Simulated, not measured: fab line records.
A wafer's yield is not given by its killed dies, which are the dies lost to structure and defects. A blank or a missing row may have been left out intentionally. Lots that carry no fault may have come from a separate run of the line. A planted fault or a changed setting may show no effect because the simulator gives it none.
Split-lot study :: flow berkeley_cmos170 :: 5 lots, 23 wafers read, on a route of 331 steps

## THE SPLIT
At UCB170_CONTACT_COAT_04 (resist thk 900 nm), the setting resist_thk_nm was moved away from the recipe's 900 nm on 8 of the 23 wafers read, by -5.8% to -2.5%. The other wafers ran this setting at the recipe's value.

Reading taken at the split's own step.

## THE READING
KrF_of_CONTACT_COAT_04.thk_nm (the simulator's own value, which no gauge read), in nm, at UCB170_CONTACT_COAT_04 (resist thk 900 nm). No usual value for it is given in the file. Here, 15 wafers ran the recipe; their average is 899.7 nm with a standard deviation of 1.7 nm.

wafer: L074.1
tool, chamber at the split: litho_track-03, 0
resist_thk_nm as run, nm: 849.7
against the recipe: -5.6%
KrF_of_CONTACT_COAT_04.thk_nm, nm: 850.6
against lot-mates on the recipe: -49.9

wafer: L074.2
tool, chamber at the split: litho_track-03, 0
resist_thk_nm as run, nm: 900
against the recipe: recipe
KrF_of_CONTACT_COAT_04.thk_nm, nm: 902.6
against lot-mates on the recipe: -

wafer: L074.4
tool, chamber at the split: litho_track-03, 0
resist_thk_nm as run, nm: 900
against the recipe: recipe
KrF_of_CONTACT_COAT_04.thk_nm, nm: 897.8
against lot-mates on the recipe: -

wafer: L074.5
tool, chamber at the split: litho_track-03, 0
resist_thk_nm as run, nm: 849.7
against the recipe: -5.6%
KrF_of_CONTACT_COAT_04.thk_nm, nm: 848.2
against lot-mates on the recipe: -52.3

wafer: L074.6
tool, chamber at the split: litho_track-03, 0
resist_thk_nm as run, nm: 900
against the recipe: recipe
KrF_of_CONTACT_COAT_04.thk_nm, nm: 901.2
against lot-mates on the recipe: -

wafer: L075.1
tool, chamber at the split: litho_track-01, 0
resist_thk_nm as run, nm: 900
against the recipe: recipe
KrF_of_CONTACT_COAT_04.thk_nm, nm: 900.2
against lot-mates on the recipe: -

wafer: L075.2
tool, chamber at the split: litho_track-01, 0
resist_thk_nm as run, nm: 900
against the recipe: recipe
KrF_of_CONTACT_COAT_04.thk_nm, nm: 899.9
against lot-mates on the recipe: -

wafer: L075.6
tool, chamber at the split: litho_track-01, 0
resist_thk_nm as run, nm: 900
against the recipe: recipe
KrF_of_CONTACT_COAT_04.thk_nm, nm: 899.9
against lot-mates on the recipe: -

wafer: L075.3
tool, chamber at the split: litho_track-01, 0
resist_thk_nm as run, nm: 900
against the recipe: recipe
KrF_of_CONTACT_COAT_04.thk_nm, nm: 899.5
against lot-mates on the recipe: -

wafer: L075.5
tool, chamber at the split: litho_track-01, 0
resist_thk_nm as run, nm: 900
against the recipe: recipe
KrF_of_CONTACT_COAT_04.thk_nm, nm: 901
against lot-mates on the recipe: -

wafer: L076.1
tool, chamber at the split: litho_track-01, 0
resist_thk_nm as run, nm: 877.7
against the recipe: -2.5%
KrF_of_CONTACT_COAT_04.thk_nm, nm: 878.9
against lot-mates on the recipe: -22.2

wafer: L076.2
tool, chamber at the split: litho_track-01, 0
resist_thk_nm as run, nm: 877.7
against the recipe: -2.5%
KrF_of_CONTACT_COAT_04.thk_nm, nm: 881.2
against lot-mates on the recipe: -19.9

wafer: L076.3
tool, chamber at the split: litho_track-01, 0
resist_thk_nm as run, nm: 877.7
against the recipe: -2.5%
KrF_of_CONTACT_COAT_04.thk_nm, nm: 881.2
against lot-mates on the recipe: -19.9

wafer: L076.4
tool, chamber at the split: litho_track-01, 0
resist_thk_nm as run, nm: 900
against the recipe: recipe
KrF_of_CONTACT_COAT_04.thk_nm, nm: 900.9
against lot-mates on the recipe: -

wafer: L076.5
tool, chamber at the split: litho_track-01, 0
resist_thk_nm as run, nm: 900
against the recipe: recipe
KrF_of_CONTACT_COAT_04.thk_nm, nm: 901.4
against lot-mates on the recipe: -

wafer: L078.1
tool, chamber at the split: litho_track-03, 0
resist_thk_nm as run, nm: 848.1
against the recipe: -5.8%
KrF_of_CONTACT_COAT_04.thk_nm, nm: 845.9
against lot-mates on the recipe: -52.9

wafer: L078.2
tool, chamber at the split: litho_track-03, 0
resist_thk_nm as run, nm: 848.1
against the recipe: -5.8%
KrF_of_CONTACT_COAT_04.thk_nm, nm: 845.5
against lot-mates on the recipe: -53.3

wafer: L078.4
tool, chamber at the split: litho_track-03, 0
resist_thk_nm as run, nm: 900
against the recipe: recipe
KrF_of_CONTACT_COAT_04.thk_nm, nm: 900.2
against lot-mates on the recipe: -

wafer: L078.5
tool, chamber at the split: litho_track-03, 0
resist_thk_nm as run, nm: 900
against the recipe: recipe
KrF_of_CONTACT_COAT_04.thk_nm, nm: 897.4
against lot-mates on the recipe: -

wafer: L078.6
tool, chamber at the split: litho_track-03, 0
resist_thk_nm as run, nm: 848.1
against the recipe: -5.8%
KrF_of_CONTACT_COAT_04.thk_nm, nm: 846
against lot-mates on the recipe: -52.8

wafer: L080.4
tool, chamber at the split: litho_track-01, 0
resist_thk_nm as run, nm: 900
against the recipe: recipe
KrF_of_CONTACT_COAT_04.thk_nm, nm: 900.2
against lot-mates on the recipe: -

wafer: L080.5
tool, chamber at the split: litho_track-01, 0
resist_thk_nm as run, nm: 900
against the recipe: recipe
KrF_of_CONTACT_COAT_04.thk_nm, nm: 897.5
against lot-mates on the recipe: -

wafer: L080.6
tool, chamber at the split: litho_track-01, 0
resist_thk_nm as run, nm: 900
against the recipe: recipe
KrF_of_CONTACT_COAT_04.thk_nm, nm: 896.1
against lot-mates on the recipe: -

THE FIT
A straight line over all 23 wafers: KrF_of_CONTACT_COAT_04.thk_nm changes by +9.14 nm for each +1% of resist_thk_nm; r = +1.00; the points scatter about the line by 2 nm.
The same after taking each lot's own level away (the mean of its wafers on the recipe; 23 wafers): +9.13 nm for each +1%; r = +1.00; scatter 1.4 nm.
According to that fit, moving resist_thk_nm by its largest amount changes the reading by 53 nm.
From 897.93 to 901.15 nm: that is the span of the lots' own levels, equal to 1.9 times the standard deviation above.
Hence the lot-to-lot level has little effect on the slope; both slopes agree.
Check: with one of the wafers moved furthest among these (-5.8%) left out of the fit, the line predicts -52.4 nm for it against its lot-mates. Against them it came out at -52.9 nm.

## ADDITIONAL SPLITS CARRIED BY THESE WAFERS
Other splits were also applied to these wafers ahead of the reading. Each is held against what the fit with the lots' levels taken away leaves over:
other split on the same wafers: UCB170_SILICIDE_SPUTTER_01 power_w
wafers away from the commonest value: 10
r with KrF_of_CONTACT_COAT_04.thk_nm (lot level and that fit taken away): -0.04

## THE WHOLE CHAIN: every reading that the file lists as answering this split, in the file's order
step: UCB170_CONTACT_COAT_04
what it does: resist thk 900 nm
reading: KrF_of_CONTACT_COAT_04.thk_nm (the simulator's own value, which no gauge read)
change (the file's fit): +9.1 nm for each +1% of the setting
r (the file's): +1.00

step: UCB170_CONTACT_STRIP_06
what it does: strips in O2
reading: strip_time_to_endpoint_s
change (the file's fit): withheld for each +1% of the setting
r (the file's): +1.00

## THE FILE'S OWN FIT
KrF_of_CONTACT_COAT_04.thk_nm changes by +9.1 nm for each +1% of resist_thk_nm, r = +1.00.
